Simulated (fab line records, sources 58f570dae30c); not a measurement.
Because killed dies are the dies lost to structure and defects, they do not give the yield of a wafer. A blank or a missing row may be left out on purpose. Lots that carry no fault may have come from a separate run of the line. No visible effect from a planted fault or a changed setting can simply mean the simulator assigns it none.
The tool behind it: which one? -- flow berkeleyCmos170 -- Sampling: 14 lots, 42 wafers, 6 of 331 route steps

## WHAT THE GAUGES SHOWED, per wafer
UCB170_SDANNEAL_RS_MEAS_05: uses a four-point probe to measure.
lot,measured,on,NLDD_RS (ohm/sq)
L265,day 6 12:52,filmMetro-03,617.1 618.1 617.3
L267,day 6 19:07,filmMetro-04,616.9 617.6 617.3
L268,day 7 09:15,filmMetro-04,617.5 616.4 618.0
L269,day 7 10:20,filmMetro-04,619.4 620.0 617.4
L270,day 7 10:43,filmMetro-03,619.1 618.2 620.0
L271,day 7 21:53,filmMetro-02,617.3 618.0 615.6
L276,day 9 03:58,filmMetro-04,616.9 616.9 618.0
L278,day 9 14:31,filmMetro-03,618.4 618.8 616.8
L279,day 9 23:47,filmMetro-02,615.2 617.0 616.0
L280,day 9 23:49,filmMetro-04,616.8 616.4 616.1
L283,day 10 17:02,filmMetro-02,616.3 617.9 618.0
L284,day 10 17:12,filmMetro-04,616.3 614.8 613.4
L286,day 11 05:49,filmMetro-03,619.4 619.1 620.3
L288,day 11 09:52,filmMetro-03,618.6 619.7 619.0

UCB170_CONTACT_CD_MEAS_90: target cd 700 nm.
lot,measured,on,cdNm (nm)
L265,day 6 19:38,cdSem-01,700.1 700.6 701.4
L267,day 7 00:28,cdSem-02,699.3 699.1 698.2
L268,day 7 15:30,cdSem-01,698.5 700.7 699.7
L269,day 7 16:53,cdSem-01,696.2 697.9 694.3
L270,day 7 17:08,cdSem-02,700.3 699.1 700.4
L271,day 8 02:57,cdSem-01,698.1 697.9 696.6
L276,day 9 09:55,cdSem-01,698.6 699.4 700.1
L278,day 9 19:23,cdSem-01,697.9 697.6 698.1
L279,day 10 05:18,cdSem-01,699.4 700.8 698.8
L280,day 10 05:11,cdSem-02,701.2 700.1 700.6
L283,day 11 00:18,cdSem-01,700.3 699.0 698.4
L284,day 11 00:26,cdSem-02,698.3 697.9 699.3
L286,day 11 11:13,cdSem-02,700.1 699.8 698.8
L288,day 11 14:58,cdSem-01,701.6 699.3 702.6

UCB170_V1_CD_MEAS_90: target cd 700 nm.
lot,measured,on,cdNm (nm)
L265,day 7 06:02,cdSem-01,703.3 700.3 703.6
L267,day 7 10:08,cdSem-01,701.0 700.2 699.8
L268,day 8 05:57,cdSem-01,697.8 697.9 697.8
L269,day 8 05:27,cdSem-02,704.3 704.2 701.5
L270,day 8 05:44,cdSem-02,699.0 698.7 699.5
L271,day 8 14:37,cdSem-02,700.3 699.9 701.3
L276,day 9 21:10,cdSem-02,698.1 699.5 700.0
L278,day 10 03:25,cdSem-02,702.7 699.0 699.4
L279,day 10 15:10,cdSem-01,701.0 705.5 703.7
L280,day 10 14:26,cdSem-01,699.1 697.6 699.0
L283,day 11 11:06,cdSem-01,701.5 701.0 701.3
L284,day 11 10:31,cdSem-02,701.3 700.0 699.1
L286,day 11 19:35,cdSem-01,702.5 703.6 700.5
L288,day 11 23:26,cdSem-01,700.8 700.3 700.8

## EACH LOT AND THE TOOL THAT RAN IT (in order: tool; ch and the chambers of the sampled wafers; start)
lot,UCB170_V1_CVD_00,UCB170_V1_ETCH_14,UCB170_V1_STRIP_15
L265,"pecvd-02 ch 0,1, day 7 02:20","rieDiel-04 ch 0,3, day 7 05:43","plasmaAsher-02 ch 0,1, day 7 05:55"
L267,"pecvd-01 ch 0,1,2, day 7 06:22","rieDiel-02 ch 1,3, day 7 09:44","plasmaAsher-01 ch 0,1, day 7 10:01"
L268,"pecvd-02 ch 0,1,2, day 8 02:01","rieDiel-04 ch 0,1,2, day 8 05:40","plasmaAsher-01 ch 0, day 8 05:51"
L269,"pecvd-03 ch 0,1, day 8 02:01","rieDiel-04 ch 0,1, day 8 05:08","plasmaAsher-03 ch 0,1, day 8 05:20"
L270,"pecvd-01 ch 0,1, day 8 02:01","rieDiel-03 ch 1,3, day 8 05:26","plasmaAsher-02 ch 0,1, day 8 05:37"
L271,"pecvd-03 ch 1,2, day 8 08:41","rieDiel-03 ch 0,3, day 8 14:17","plasmaAsher-01 ch 0,1, day 8 14:29"
L276,"pecvd-02 ch 0,1,2, day 9 16:59","rieDiel-02 ch 0,3, day 9 20:52","plasmaAsher-02 ch 0,1, day 9 21:02"
L278,"pecvd-01 ch 0,2, day 10 01:06","rieDiel-04 ch 0,1,2, day 10 03:08","plasmaAsher-02 ch 0,1, day 10 03:19"
L279,"pecvd-01 ch 0,2, day 10 11:26","rieDiel-04 ch 0,1,2, day 10 14:53","plasmaAsher-02 ch 0,1, day 10 15:04"
L280,"pecvd-02 ch 0,1,2, day 10 11:26","rieDiel-03 ch 0,1,3, day 10 14:07","plasmaAsher-01 ch 0,1, day 10 14:20"
L283,"pecvd-03 ch 0,1,2, day 11 06:17","rieDiel-02 ch 2,3, day 11 10:47","plasmaAsher-03 ch 0,1, day 11 10:59"
L284,"pecvd-03 ch 0,1,2, day 11 06:27","rieDiel-03 ch 0,1,2, day 11 10:14","plasmaAsher-02 ch 0,1, day 11 10:25"
L286,"pecvd-02 ch 0,1,2, day 11 16:53","rieDiel-02 ch 0,2,3, day 11 19:18","plasmaAsher-03 ch 0,1, day 11 19:29"
L288,"pecvd-01 ch 0,2, day 11 21:13","rieDiel-03 ch 0,3, day 11 23:08","plasmaAsher-02 ch 0,1, day 11 23:19"
- UCB170_V1_CVD_00: deposits SiO2 from TEOS/O2, target thk 2000 nm, time 250 s.
- UCB170_V1_ETCH_14: etches SiO2 in CHF3/CF4/Ar, stops on Al, target depth 1250 nm, time 291 s.
- UCB170_V1_STRIP_15: strips in O2.

## AS READ BY THE TOOLS THEMSELVES (means over the sampled wafers that have a number; for cases with no such wafer, the mark the record gives instead)
UCB170_V1_CVD_00.
lot,tool,heaterPowerW (W),rfFwdPowerW (W)
L265,pecvd-02,239,548.7
L267,pecvd-01,210,549.3
L268,pecvd-02,274,547.1
L269,pecvd-03,174,547.8
L270,pecvd-01,220,549.4
L271,pecvd-03,212,550.3
L276,pecvd-02,254,548.2
L278,pecvd-01,213,547.9
L279,pecvd-01,268,545.3
L280,pecvd-02,216,547.9
L283,pecvd-03,215,550.2
L284,pecvd-03,207,547.6
L286,pecvd-02,260,547.1
L288,pecvd-01,218,548.1

UCB170_V1_ETCH_14.
lot,tool,drypumpMotorCurrentA (A),oesProductAu (a.u.),rfFwdPowerW (W),throttleValvePct (%)
L265,rieDiel-04,5.7,0.883,698.9,6.92
L267,rieDiel-02,5.4,0.879,698.5,6.76
L268,rieDiel-04,5.8,0.877,701.0,6.99
L269,rieDiel-04,5.9,0.882,700.5,6.93
L270,rieDiel-03,5.7,0.890,698.8,7.11
L271,rieDiel-03,5.2,0.873,696.0,6.93
L276,rieDiel-02,5.5,0.882,699.3,6.89
L278,rieDiel-04,5.8,0.882,697.2,6.99
L279,rieDiel-04,5.8,0.876,698.3,6.99
L280,rieDiel-03,5.5,0.876,698.4,7.02
L283,rieDiel-02,6.3,0.871,697.8,6.86
L284,rieDiel-03,5.5,0.882,698.3,6.90
L286,rieDiel-02,6.0,0.872,698.6,6.92
L288,rieDiel-03,5.6,0.873,698.5,6.98

UCB170_V1_STRIP_15.
lot,tool,drypumpMotorCurrentA (A),oesProductAu (a.u.),stripTimeToEndpointS (s)
L265,plasmaAsher-02,5.5,0.716,15.26
L267,plasmaAsher-01,5.7,0.728,15.43
L268,plasmaAsher-01,6.6,0.724,15.30
L269,plasmaAsher-03,5.9,0.721,15.30
L270,plasmaAsher-02,5.4,0.723,15.40
L271,plasmaAsher-01,5.7,0.725,15.46
L276,plasmaAsher-02,5.6,0.724,15.48
L278,plasmaAsher-02,5.5,0.724,14.58
L279,plasmaAsher-02,5.4,0.722,14.53
L280,plasmaAsher-01,5.7,0.717,15.27
L283,plasmaAsher-03,5.7,0.724,15.48
L284,plasmaAsher-02,5.7,0.722,15.25
L286,plasmaAsher-03,5.9,0.720,15.34
L288,plasmaAsher-02,5.4,0.720,15.34

## THE ANSWER, worked out from the rows above alone
Rule: the lots themselves supply what counts as usual. Put in order of their means at a reading, lots are off if they are a third of the lots or fewer, leave a main group of 4 or more, and stand apart from it by a gap of 3 or more times the standard deviation of the main group's means; of several such gaps the widest counts. A main group whose means are all the same, to the digits that the tables above print for the reading, isn't used. A lot without any number at a reading at which 4 lots or more have one is off too. The other lots that the step has rows for count as sound. Order of review: gauges by route order, followed by the tools' own readings, for which a lot's mean as printed above is used. At the first step where some lot is off, the reading lying furthest off is the one used; lots without a number count as furthest.
Off at UCB170_V1_STRIP_15 (stripTimeToEndpointS): L278, L279. The main group: mean 15.36 s, standard deviation 0.083.
A tool fits if, at that step or a process step before it, it ran every lot that is off, and no sound lot after the first of them. One candidate fits, namely rieDiel-04 at UCB170_V1_ETCH_14. A fault onset in the window from L268 (day 8 05:40, its last sound lot) to L278 (day 10 03:08, its first lot off) fits.

## WHAT THE SIMULATOR HAD INSERTED
rieDiel-04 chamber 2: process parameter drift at UCB170_V1_ETCH_14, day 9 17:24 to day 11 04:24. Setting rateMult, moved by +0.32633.
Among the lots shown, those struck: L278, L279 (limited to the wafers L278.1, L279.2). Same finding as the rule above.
